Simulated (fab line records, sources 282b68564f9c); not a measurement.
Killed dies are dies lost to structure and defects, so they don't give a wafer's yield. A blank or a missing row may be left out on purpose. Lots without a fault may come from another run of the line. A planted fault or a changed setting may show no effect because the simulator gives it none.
fab line records | flow rit_cmos
record lots=6 wafers=18 last_day=7
route steps=202 shown ACTIVE@1 FOX1@20 FOX2@23 M1@202
lots that met no fault: from a run of the same line without faults
start_h: hours from the record's first day to the start of the lot's first wafer shown | wait_h: hours since the lot's step before | " the same as in the row above | L1.1+2: a row that stands for several wafers | - no value, or no start given | * or withheld: withheld | < > ~ a bound
route shown NAME@n: a module of which the file shows steps, and the number in the route of the first | usual: mean/standard deviation of fault-free wafers | same: alike in all rows | chamber/n: place in a boat | sites: the reading at each site | _std_site: their standard deviation | _edge_site: outer sites' mean less inner sites' | radius_mm: how far each site lies from the wafer's centre | mask NAME#n: copy n | behind: the tool/chamber that last shaped the wafer | hold: why the lot was held/for how many hours/how that ended | device: the transistor (n, p or np) that didn't switch | end of line: the same wafers' tests at the end of the route | a step without rows: its recipe alone | killed: dies lost to structure and defects at the first sort, not the wafer's yield | map: a wafer's dies, x killed, . not, _ none there
set.NAME: the setting as run; set.NAME@STEP: as run at that earlier step | model.NAME: the simulator's own value behind a step, which no gauge read
lots at some steps of the route; a table a step, a row a wafer
services: from which hour (start_h, from the record's first day; less than 0 if before it) a tool's chamber was out of use, for how many hours, and why
## steps
# step RIT_ACTIVE_BOW_MEAS_00
# recipe mode=bow
# usual INCOMING_BOW=1/6.8
# columns lot.wafer tool chamber start_h wait_h INCOMING_BOW[um]
L448.3 film_metro-01 - 15.04 - 2
L448.5 " - " " -11
L448.6 " - " " -2
L451.2 film_metro-01 - 30.02 - 11
L451.3 " - " " 0
L451.6 " - " " -7
L457.1 film_metro-04 - 60.00 - 3
L457.3 " - " " -6
L457.6 " - " " 10
L461.1 film_metro-04 - 80.00 - 3
L461.4 " - " " 6
L461.6 " - " " -4
L464.3 film_metro-04 - 95.04 - -6
L464.4 " - " " 4
L464.6 " - " " 4
L469.1 film_metro-02 - 120.00 - -1
L469.4 " - " " 6
L469.6 " - " " -19
# step RIT_ACTIVE_OXIDATION_01
# recipe temp_c=1000 ambient=O2 target_thk_a=468 ox_time_s=3360
# step RIT_ACTIVE_THK_MEAS_02
# recipe reads=SiO2_of_ACTIVE_OXIDATION_01
# usual ACTIVE_OXIDE_THK=46.9/0.82
# columns lot.wafer tool chamber start_h wait_h ACTIVE_OXIDE_THK[nm]
L448.3 film_metro-02 - 17.07 0.0 46.8
L448.5 " - " " 46.9
L448.6 " - " " 47.5
L451.2 film_metro-04 - 33.26 0.0 46.2
L451.3 " - " " 46.6
L451.6 " - " " 46.5
L457.1 film_metro-01 - 62.14 0.0 47.9
L457.3 " - " " 47.8
L457.6 " - " " 47.6
L461.1 film_metro-01 - 82.05 0.0 47.7
L461.4 " - " " 48.1
L461.6 " - " " 49.4
L464.3 film_metro-01 - 97.12 0.0 47.3
L464.4 " - " " 47.5
L464.6 " - " " 47.5
L469.1 film_metro-02 - 122.11 0.0 47.7
L469.4 " - " " 47.8
L469.6 " - " " 47.1
# step RIT_ACTIVE_CVD_03
# recipe material=Si3N4 target_thk_nm=150 temp_c=810 precursor=SiH2Cl2/NH3 time_s=1500 pressure_mtorr=300 sih2cl2_flow_sccm=60 nh3_flow_sccm=150
# usual spike_tc_centre_C=812.9/1.5 spike_tc_load_C=831/5.1
# columns lot.wafer tool chamber start_h wait_h spike_tc_centre_C spike_tc_load_C model.Si3N4_of_ACTIVE_CVD_03.thk_nm
L448.3 lpcvd-02 1 17.11 0.0 814.3 834 151.6
L448.5 " 1 " " 815.5 832 149.7
L448.6 " 1 " " 813.7 833 150
L451.2 lpcvd-01 0 33.45 0.2 813.1 828 150.8
L451.3 " 0 " " 811.7 824 151.6
L451.6 " 0 " " 814.4 827 150.7
L457.1 lpcvd-02 0 62.20 0.1 824.8 850 183.8
L457.3 " 0 " " 824.3 851 183.7
L457.6 " 0 " " 826.3 853 183.9
L461.1 lpcvd-02 1 82.11 0.1 826.2 845 189.1
L461.4 " 1 " " 826.5 845 188.9
L461.6 " 1 " " 825.7 845 188.8
L464.3 lpcvd-01 1 97.57 0.4 811.2 833 148
L464.4 " 1 " " 809.7 834 147.1
L464.6 " 1 " " 811.3 833 145.7
L469.1 lpcvd-01 0 122.17 0.1 812.1 826 150.3
L469.4 " 0 " " 813.9 826 150.5
L469.6 " 0 " " 813.5 827 150.7
# step RIT_ACTIVE_THK_MEAS_04
# recipe reads=Si3N4_of_ACTIVE_CVD_03
# usual ACTIVE_NITRIDE_THK=150.0/1.4
# columns lot.wafer tool chamber start_h wait_h ACTIVE_NITRIDE_THK[nm]
L448.3 film_metro-04 - 18.55 0.0 151.6
L448.5 " - " " 149.8
L448.6 " - " " 150.0
L451.2 film_metro-01 - 35.58 0.0 150.8
L451.3 " - " " 151.6
L451.6 " - " " 150.8
L457.1 film_metro-04 - 63.61 0.0 183.7
L457.3 " - " " 183.7
L457.6 " - " " 184.0
L461.1 film_metro-02 - 84.24 0.0 189.1
L461.4 " - " " 188.9
L461.6 " - " " 188.8
L464.3 film_metro-04 - 99.72 0.0 148.0
L464.4 " - " " 147.1
L464.6 " - " " 145.7
L469.1 film_metro-02 - 124.30 0.0 150.4
L469.4 " - " " 150.5
L469.6 " - " " 150.6
# step RIT_ACTIVE_HMDS_05
# recipe prime_time_s=60 prime_temp_c=140
# step RIT_ACTIVE_COAT_06
# recipe resist=NOVOLAK spin_rpm=3250 resist_thk_nm=1009
# step RIT_ACTIVE_SOFTBAKE_07
# recipe resist=NOVOLAK temp_c=90 time_s=60
# step RIT_ACTIVE_EXPOSE_08
# recipe mask_id=M1 na=0.6 source_shape=conventional sigma_outer=0.6 target_cd_nm=1400 dose_mj=225
# step RIT_ACTIVE_PEB_09
# recipe resist=NOVOLAK temp_c=withheld time_s=withheld
# step RIT_ACTIVE_DEVELOP_10
# recipe resist=NOVOLAK develop_time_s=50 dev_temp_c=23
# step RIT_ACTIVE_CD_MEAS_11
# recipe target_cd_nm=1400
# usual cd_nm=1399.8/2.4
# columns lot.wafer tool chamber start_h wait_h cd_nm
L448.3 cd_sem-02 - 19.48 - 1404.7
L448.5 " - " " 1401.9
L448.6 " - " " 1401.1
L451.2 cd_sem-01 - 36.50 - 1401.0
L451.3 " - " " 1399.7
L451.6 " - " " 1402.3
L457.1 cd_sem-02 - 64.52 - 1399.5
L457.3 " - " " 1396.9
L457.6 " - " " 1397.4
L461.1 cd_sem-02 - 85.15 - 1398.6
L461.4 " - " " 1397.9
L461.6 " - " " 1398.0
L464.3 cd_sem-02 - 100.65 - 1401.3
L464.4 " - " " 1402.6
L464.6 " - " " 1401.3
L469.1 cd_sem-02 - 125.31 - 1401.0
L469.4 " - " " 1401.9
L469.6 " - " " 1402.0
# step RIT_ACTIVE_HARDBAKE_12
# recipe resist=NOVOLAK temp_c=140 time_s=60
# step RIT_ACTIVE_ETCH_13
# recipe stop_on=SiO2 chemistry=SF6 target=Si3N4 time_s=210 over_etch_frac=0.4 SF6_flow_sccm=200 pressure_mtorr=260 rf_w=125 target_depth_a=2100
# usual drypump_motor_current_A=5.80/0.25 oes_product_au=0.823/0.016 throttle_valve_pct=7.43/0.11
# columns lot.wafer tool chamber start_h wait_h drypump_motor_current_A oes_product_au rf_hours_counter_h throttle_valve_pct model.ACTIVE.feature_depth_nm model.etch.depth_nm
L448.3 rie_diel-03 3 19.71 0.1 5.66 0.799 130 7.35 152.5 151.6
L448.5 " 3 " " 5.66 0.804 - 7.35 150.6 149.7
L448.6 " 0 " " 5.75 0.809 - 7.58 150 150
L451.2 rie_diel-02 2 36.75 0.1 5.99 0.830 141 7.44 150.8 150.8
L451.3 " 1 " " 5.77 0.803 8 7.55 152 151.6
L451.6 " 2 " " 5.99 0.826 - 7.46 150.7 150.7
L457.1 rie_diel-01 3 64.79 0.1 5.71 0.924 30 7.43 183.8 183.8
L457.3 " 1 " " 5.72 0.950 0 7.28 183.9 183.7
L457.6 " 3 " " 5.71 0.913 - 7.43 184 183.9
L461.1 rie_diel-02 0 85.42 0.1 5.54 0.974 0 7.55 189.1 189.1
L461.4 " 2 " " 6.00 0.934 143 7.48 188.9 188.9
L461.6 " 1 " " 5.78 0.917 - 7.56 189.2 188.8
L464.3 rie_diel-01 2 100.88 0.1 6.16 0.802 138 7.38 148 148
L464.4 " 1 " " 5.73 0.838 1 7.28 147.4 147.1
L464.6 " 3 " " 5.72 0.799 - 7.42 145.7 145.7
L469.1 rie_diel-02 3 125.75 0.1 5.93 0.819 1 7.46 150.3 150.3
L469.4 " 0 " " 5.52 0.845 1 7.55 150.5 150.5
L469.6 " 0 " " 5.53 0.850 - 7.55 150.7 150.7
# step RIT_ACTIVE_STRIP_14
# recipe chemistry=O2 time_s=180 resist=NOVOLAK platen_temp_c=withheld power_w=500 pressure_mtorr=4137 o2_flow_sccm=4000
# usual drypump_motor_current_A=5.5/0.58
# columns lot.wafer tool chamber start_h wait_h drypump_motor_current_A rf_hours_counter_h
L448.3 plasma_asher-01 0 19.90 0.1 5.4 -
L448.5 " 1 " " 4.8 -
L448.6 " 0 " " 5.4 -
L451.2 plasma_asher-01 0 36.89 0.1 5.4 41
L451.3 " 1 " " 4.8 -
L451.6 " 0 " " 5.4 -
L457.1 plasma_asher-01 1 64.93 0.1 4.8 44
L457.3 " 0 " " 5.3 -
L457.6 " 1 " " 4.8 -
L461.1 plasma_asher-01 1 85.55 0.1 4.8 46
L461.4 " 0 " " 5.3 -
L461.6 " 0 " " 5.4 -
L464.3 plasma_asher-01 1 101.07 0.1 4.8 -
L464.4 " 0 " " 5.4 -
L464.6 " 0 " " 5.3 -
L469.1 plasma_asher-03 0 125.88 0.1 5.7 50
L469.4 " 1 " " 4.9 -
L469.6 " 1 " " 5.0 -
# step RIT_ACTIVE_CD_MEAS_90
# recipe target_cd_nm=1400
# usual cd_nm=1399.8/2.4
# columns lot.wafer tool chamber start_h wait_h cd_nm
L448.3 cd_sem-01 - 20.06 0.1 1404.8
L448.5 " - " " 1401.5
L448.6 " - " " 1401.3
L451.2 cd_sem-02 - 37.08 0.1 1400.8
L451.3 " - " " 1399.6
L451.6 " - " " 1402.2
L457.1 cd_sem-01 - 65.10 0.1 1399.2
L457.3 " - " " 1397.4
L457.6 " - " " 1396.7
L461.1 cd_sem-01 - 85.73 0.1 1398.9
L461.4 " - " " 1398.1
L461.6 " - " " 1397.3
L464.3 cd_sem-02 - 101.22 0.1 1401.0
L464.4 " - " " 1402.9
L464.6 " - " " 1401.5
L469.1 cd_sem-02 - 126.05 0.1 1400.9
L469.4 " - " " 1401.8
L469.6 " - " " 1402.0
# step RIT_ACTIVE_CLEAN_15
# recipe chemistry=SC1 mix=3:3:50 time_s=600 temp_c=75
# step RIT_ACTIVE_CLEAN_16
# recipe chemistry=dHF dilution=50:1 time_s=30
# step RIT_ACTIVE_CLEAN_17
# recipe chemistry=SC2 mix=3:3:50 time_s=600 temp_c=75 dry=n2_spin
# step RIT_FOX1_OXIDATION_00
# recipe temp_c=1100 ambient=H2O target_thk_a=3507 p_h2o_torr=720 ox_time_s=1130
# step RIT_FOX1_THK_MEAS_01
# recipe reads=SiO2_of_FOX1_OXIDATION_00
# usual FOX1_OXIDE_THK=350/5.6
# columns lot.wafer tool chamber start_h wait_h FOX1_OXIDE_THK[nm]
L448.3 film_metro-04 - 21.86 0.0 353
L448.5 " - " " 346
L448.6 " - " " 344
L451.2 film_metro-04 - 38.91 0.0 353
L451.3 " - " " 352
L451.6 " - " " 351
L457.1 film_metro-04 - 67.56 0.0 353
L457.3 " - " " 348
L457.6 " - " " 354
L461.1 film_metro-01 - 87.67 0.0 341
L461.4 " - " " 346
L461.6 " - " " 345
L464.3 film_metro-04 - 103.01 0.0 355
L464.4 " - " " 352
L464.6 " - " " 347
L469.1 film_metro-04 - 127.85 0.0 353
L469.4 " - " " 352
L469.6 " - " " 349
# step RIT_FOX1_WET_ETCH_02
# recipe chemistry=BOE target_depth_nm=350 time_s=390 temp_c=21.5 dry=n2_spin dilution=10:1 target=SiO2
# step RIT_FOX2_OXIDATION_00
# recipe temp_c=1100 ambient=H2O target_thk_a=3507 p_h2o_torr=720 ox_time_s=1130
# step RIT_FOX2_THK_MEAS_01
# recipe reads=SiO2_of_FOX2_OXIDATION_00
# usual FOX2_OXIDE_THK=348/5.4
# columns lot.wafer tool chamber start_h wait_h FOX2_OXIDE_THK[nm]
L448.3 film_metro-03 - 23.37 0.0 343
L448.5 " - " " 343
L448.6 " - " " 343
L451.2 film_metro-03 - 40.41 0.0 349
L451.3 " - " " 344
L451.6 " - " " 345
L457.1 film_metro-02 - 69.26 0.0 346
L457.3 " - " " 352
L457.6 " - " " 350
L461.1 film_metro-04 - 89.16 0.0 350
L461.4 " - " " 346
L461.6 " - " " 345
L464.3 film_metro-03 - 104.51 0.0 351
L464.4 " - " " 348
L464.6 " - " " 345
L469.1 film_metro-03 - 129.35 0.0 342
L469.4 " - " " 349
L469.6 " - " " 346
# step RIT_FOX2_CLEAN_02
# recipe chemistry=dHF dilution=50:1 time_s=180
# columns lot.wafer tool chamber start_h wait_h model.Si3N4_of_ACTIVE_CVD_03.thk_nm
L448.3 wet_bench-01 2 23.41 0.0 132.4
L448.5 " 2 " " 130.5
L448.6 " 2 " " 130.8
L451.2 wet_bench-03 0 40.46 0.0 131.6
L451.3 " 0 " " 132.4
L451.6 " 0 " " 131.5
L457.1 wet_bench-04 2 69.32 0.1 164.6
L457.3 " 2 " " 164.4
L457.6 " 2 " " 164.7
L461.1 wet_bench-03 3 89.22 0.1 169.9
L461.4 " 3 " " 169.7
L461.6 " 3 " " 169.6
L464.3 wet_bench-04 1 104.55 0.0 128.9
L464.4 " 1 " " 128
L464.6 " 1 " " 126.5
L469.1 wet_bench-03 0 129.41 0.1 131
L469.4 " 0 " " 131.2
L469.6 " 0 " " 131.4
# step RIT_FOX2_WET_ETCH_03
# recipe chemistry=H3PO4 target=Si3N4 target_depth_nm=195 temp_c=165 time_s=2700
# step RIT_M1_PROBE_99
# usual killed_at_contacts=0.1/0.27 killed_at_front_end=7/3 killed_dies=7.0/3 killed_open=3.5/2.1 killed_short=3.4/1.9
# same gross_dies=264 killed_at_M0_to_M3=0 killed_at_M4_up=0 killed_at_back_side=0 killed_at_other=0
# columns lot.wafer tool chamber start_h wait_h killed_at_contacts killed_at_front_end killed_dies killed_open killed_short model.etest.nldd.width_nm model.etest.pldd.width_nm model.etest.pplus_sal.width_nm model.etest.nplus_sal.width_nm
L448.3 prober-01 - 62.64 0.2 0 11 11 8 3 3186 3208 3460 3450
L448.5 prober-01 - 62.74 0.2 0 10 10 4 6 3201 3180 3462 3461
L448.6 prober-01 - 62.79 0.2 0 5 5 1 4 3183 3188 3456 3452
L451.2 prober-01 - 81.28 0.1 0 6 6 3 3 3207 3194 3464 3464
L451.3 prober-01 - 81.33 0.2 1 4 5 2 3 3202 3191 3482 3483
L451.6 prober-01 - 81.48 0.2 0 8 8 5 3 3186 3212 3459 3465
L457.1 prober-01 - 113.20 0.1 0 5 5 2 3 3182 3200 3485 3481
L457.3 prober-01 - 113.30 0.2 0 10 10 5 5 3198 3179 3488 3469
L457.6 prober-01 - 113.45 0.2 0 13 13 9 4 3188 3181 3466 3462
L461.1 prober-01 - 129.04 0.1 0 7 7 4 3 3226 3200 3497 3502
L461.4 prober-01 - 129.19 0.2 0 8 8 6 2 3214 3204 3476 3473
L461.6 prober-01 - 129.29 0.2 1 6 7 3 4 3198 3211 3469 3490
L464.3 prober-02 - 144.89 0.2 0 13 13 7 6 3176 3171 3470 3483
L464.4 prober-02 - 144.94 0.2 0 5 5 2 3 3188 3178 3454 3457
L464.6 prober-02 - 145.04 0.2 0 9 9 4 5 3172 3185 3465 3452
L469.1 prober-01 - 168.42 0.1 0 6 6 1 5 3169 3172 3451 3464
L469.4 prober-01 - 168.57 0.2 1 3 4 2 2 3166 3177 3463 3473
L469.6 prober-01 - 168.67 0.2 0 5 5 1 4 3192 3199 3470 3467
# killed by level:class
L448.3 GATE:geometric_particle:open=4 SILICIDE:geometric_particle:open=3 REOX:geometric_particle:short=2 FOX1:geometric_particle:open=1 GATE:geometric_particle:short=1
L448.5 REOX:geometric_particle:short=2 SPACER:geometric_particle:open=2 SILICIDE:geometric_particle:open=2 FOX2:geometric_particle:short=1 GATE:geometric_particle:short=1 SPACER:geometric_particle:short=1 SILICIDE:geometric_particle:short=1
L448.6 FOX2:geometric_particle:short=2 GATE:geometric_particle:short=2 SPACER:geometric_particle:open=1
L451.2 GATE:geometric_particle:short=2 FOX1:geometric_particle:open=1 GATE:geometric_particle:open=1 SPACER:geometric_particle:open=1 SILICIDE:geometric_particle:short=1
L451.3 GATE:geometric_particle:short=2 FOX1:geometric_particle:short=1 FOX1:geometric_particle:open=1 CONTACT:geometric_particle:open=1
L451.6 REOX:geometric_particle:open=3 SILICIDE:geometric_particle:short=3 FOX1:geometric_particle:open=1 GATE:geometric_particle:open=1
L457.1 REOX:geometric_particle:short=2 GATE:geometric_particle:open=1 REOX:geometric_particle:open=1 SILICIDE:geometric_particle:short=1
L457.3 SILICIDE:geometric_particle:short=3 SILICIDE:geometric_particle:open=3 GATE:geometric_particle:open=2 REOX:geometric_particle:short=1 SPACER:geometric_particle:short=1
L457.6 GATE:geometric_particle:open=5 SILICIDE:geometric_particle:open=2 FOX1:geometric_particle:short=1 FOX1:geometric_particle:open=1 GATE:geometric_particle:short=1 REOX:geometric_particle:short=1 REOX:geometric_particle:open=1 SPACER:geometric_particle:short=1
L461.1 FOX1:geometric_particle:short=2 FOX2:geometric_particle:open=2 FOX2:geometric_particle:short=1 GATE:geometric_particle:open=1 REOX:geometric_particle:open=1
L461.4 FOX2:geometric_particle:open=2 GATE:geometric_particle:open=2 REOX:geometric_particle:open=2 SPACER:geometric_particle:short=1 SILICIDE:geometric_particle:short=1
L461.6 FOX1:geometric_particle:short=1 GATE:geometric_particle:open=1 GATE:geometric_particle:short=1 SPACER:geometric_particle:short=1 SILICIDE:geometric_particle:open=1 SILICIDE:geometric_particle:short=1 CONTACT:geometric_particle:open=1
L464.3 GATE:geometric_particle:open=5 FOX1:geometric_particle:short=2 GATE:geometric_particle:short=2 FOX2:geometric_particle:short=1 REOX:geometric_particle:open=1 REOX:geometric_particle:short=1 SILICIDE:geometric_particle:open=1
L464.4 GATE:geometric_particle:short=2 FOX1:geometric_particle:open=1 FOX2:geometric_particle:short=1 FOX2:geometric_particle:open=1
L464.6 GATE:geometric_particle:open=3 FOX1:geometric_particle:short=2 GATE:geometric_particle:short=2 FOX1:geometric_particle:open=1 REOX:geometric_particle:short=1
L469.1 FOX1:geometric_particle:short=2 FOX2:geometric_particle:open=1 FOX2:geometric_particle:short=1 GATE:geometric_particle:short=1 SILICIDE:geometric_particle:short=1
L469.4 GATE:geometric_particle:short=1 SPACER:geometric_particle:open=1 SILICIDE:geometric_particle:open=1 CONTACT:geometric_particle:short=1
L469.6 SILICIDE:geometric_particle:short=3 GATE:geometric_particle:short=1 GATE:geometric_particle:open=1
## services
# columns tool chamber start_h hours kind
rie_diel-02 1 2.44 16.0 repair
rie_diel-03 - 4.91 0.5 repair
plasma_asher-03 - 12.93 5.3 repair
rie_diel-01 3 15.27 6.9 repair
rie_diel-03 - 15.31 0.9 repair
lpcvd-02 - 20.37 14.6 pm
rie_diel-02 1 26.28 7.7 repair
lpcvd-02 - 34.97 2.8 pm
rie_diel-02 3 35.95 - clean
rie_diel-02 3 35.95 26.1 scheduled_down
rie_diel-02 3 35.95 26.1 vent_cycle
rie_diel-02 1 44.88 4.7 repair
rie_diel-02 0 62.04 - clean
plasma_asher-03 - 63.43 0.4 repair
rie_diel-02 1 66.11 4.4 repair
rie_diel-02 3 77.78 5.2 repair
rie_diel-03 0 98.53 4.7 repair
plasma_asher-01 - 108.87 9.0 pm
plasma_asher-01 0 108.87 9.0 vent_cycle
plasma_asher-01 1 108.87 9.0 vent_cycle
plasma_asher-01 - 117.87 2.8 pm
plasma_asher-01 0 117.87 - clean
plasma_asher-01 1 117.87 - clean
plasma_asher-01 - 120.62 14.6 pm
## key
first_sign step=RIT_ACTIVE_CVD_03 reading=spike_tc_centre_C direction=up sigmas=8.8 usual=812.9 struck=825.6
effect step=RIT_ACTIVE_CVD_03 reading=spike_tc_load_C direction=up sigmas=3.3 usual=831 struck=848
effect step=RIT_ACTIVE_THK_MEAS_04 reading=ACTIVE_NITRIDE_THK direction=up sigmas=26 usual=150.0 struck=186.4
effect step=RIT_ACTIVE_ETCH_13 reading=oes_product_au direction=up sigmas=7 usual=0.823 struck=0.935
model_effect step=RIT_ACTIVE_CVD_03 value=Si3N4_of_ACTIVE_CVD_03.thk_nm without=151.1 struck=186.4
model_effect step=RIT_ACTIVE_ETCH_13 value=ACTIVE.feature_depth_nm without=151.2 struck=186.5
model_effect step=RIT_FOX2_CLEAN_02 value=Si3N4_of_ACTIVE_CVD_03.thk_nm without=131.8 struck=167.1
model_effect step=RIT_M1_PROBE_99 value=etest.nldd.width_nm without=3165 struck=3201
met_at RIT_ACTIVE_CVD_03
struck_wafers L457.1,L457.3,L457.6,L461.1,L461.4,L461.6
tester_left_out L457,L461
onset_between 17.11 62.20
fault kind=process_parameter_drift tool=lpcvd-02 chamber=- onset_h=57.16 steps=RIT_ACTIVE_CVD_03 channel=temp_c offset=* shape=step end_h=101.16 acts_in=* stated=*
# tester_left_out: of these lots the tester's yield and bins aren't shown, on N5 and GAA mostly nor the transistor test; their killed dies are dies lost to structure and defects alone, not to doping, threshold or leakage, so they don't give the yield
